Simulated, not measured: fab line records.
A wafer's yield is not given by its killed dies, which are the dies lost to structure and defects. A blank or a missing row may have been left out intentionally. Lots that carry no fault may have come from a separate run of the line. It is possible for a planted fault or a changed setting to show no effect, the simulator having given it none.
The tool behind it: which one? | flow rit-cmos | 42 wafers sampled from 14 lots at 1 step of a route of 202

## WHAT EACH GAUGE READ, for each wafer
The record holds no reading of a measuring or inspecting step that can be judged against a usual standard deviation.

## TOOL THAT RAN EACH LOT (tool first, then ch and the chambers of the sampled wafers, then the start)
lot  | RIT_PWELL_EXPOSE_03
L691 | iline-stepper-01 ch 0, day 1 23:47
L692 | iline-stepper-01 ch 0, day 2 02:37
L693 | iline-stepper-02 ch 0, day 2 07:58
L694 | iline-stepper-01 ch 0, day 2 13:36
L695 | iline-stepper-02 ch 0, day 2 18:11
L697 | iline-stepper-01 ch 0, day 3 04:46
L698 | iline-stepper-01 ch 0, day 3 08:32
L700 | iline-stepper-02 ch 0, day 3 19:17
L701 | iline-stepper-02 ch 0, day 4 00:14
L702 | iline-stepper-02 ch 0, day 4 04:19
L703 | iline-stepper-02, day 4 10:37
L704 | iline-stepper-01, day 4 15:17
L713 | iline-stepper-02 ch 0, day 6 11:42
L714 | iline-stepper-01 ch 0, day 6 16:37
- RIT_PWELL_EXPOSE_03: exposes mask M3, target cd 43700 nm.

## AS READ BY THE TOOLS THEMSELVES (means over the sampled wafers that have a number; for cases with no such wafer, the mark the record gives instead)
RIT_PWELL_EXPOSE_03.
lot  | tool             | exposure-dose-mJ-cm2 | focus-offset-nm (nm)
L691 | iline-stepper-01 | 249.88               | -1.1
L692 | iline-stepper-01 | 250.41               | -0.1
L693 | iline-stepper-02 | 250.20               | 0.7
L694 | iline-stepper-01 | 249.67               | 0.3
L695 | iline-stepper-02 | 250.01               | -0.2
L697 | iline-stepper-01 | 250.02               | 0.2
L698 | iline-stepper-01 | 250.15               | -0.3
L700 | iline-stepper-02 | 250.10               | 0.5
L701 | iline-stepper-02 | 250.27               | 0.1
L702 | iline-stepper-02 | 249.95               | 0.4
L703 | iline-stepper-02 | -                    | -
L704 | iline-stepper-01 | -                    | -
L713 | iline-stepper-02 | 249.99               | -1.2
L714 | iline-stepper-01 | 249.98               | 0.2

## THE ANSWER, worked out from the rows above alone
Rule: the usual values come from the lots themselves. Put in order of their means at a reading, lots are off if they are a third of the lots or fewer, leave a main group of 4 or more, and stand apart from it by a gap of 3 or more times the standard deviation of the main group's means; of several such gaps the widest counts. If all means in a main group match to the digits the tables above print for the reading, that group is not used. Also off: a lot with no number at a reading for which 4 or more lots have one. The other lots that the step has rows for count as sound. The gauges are gone through in route order, then the tools' own readings, and for those a lot's mean is taken as printed above. The first step at which some lot is off is used, and at that step the reading that is off furthest; a lot without a number counts as furthest.
Off: L703, L704, at RIT_PWELL_EXPOSE_03 (exposure-dose-mJ-cm2). Without a number there: L703, L704. Mean 250.05 and standard deviation 0.18 in the main group.
A tool fits if, at that step or a process step before it, it ran every lot that is off, and no sound lot after the first of them. Not one of the candidates tried fits.

## WHAT THE SIMULATOR HAD PUT IN
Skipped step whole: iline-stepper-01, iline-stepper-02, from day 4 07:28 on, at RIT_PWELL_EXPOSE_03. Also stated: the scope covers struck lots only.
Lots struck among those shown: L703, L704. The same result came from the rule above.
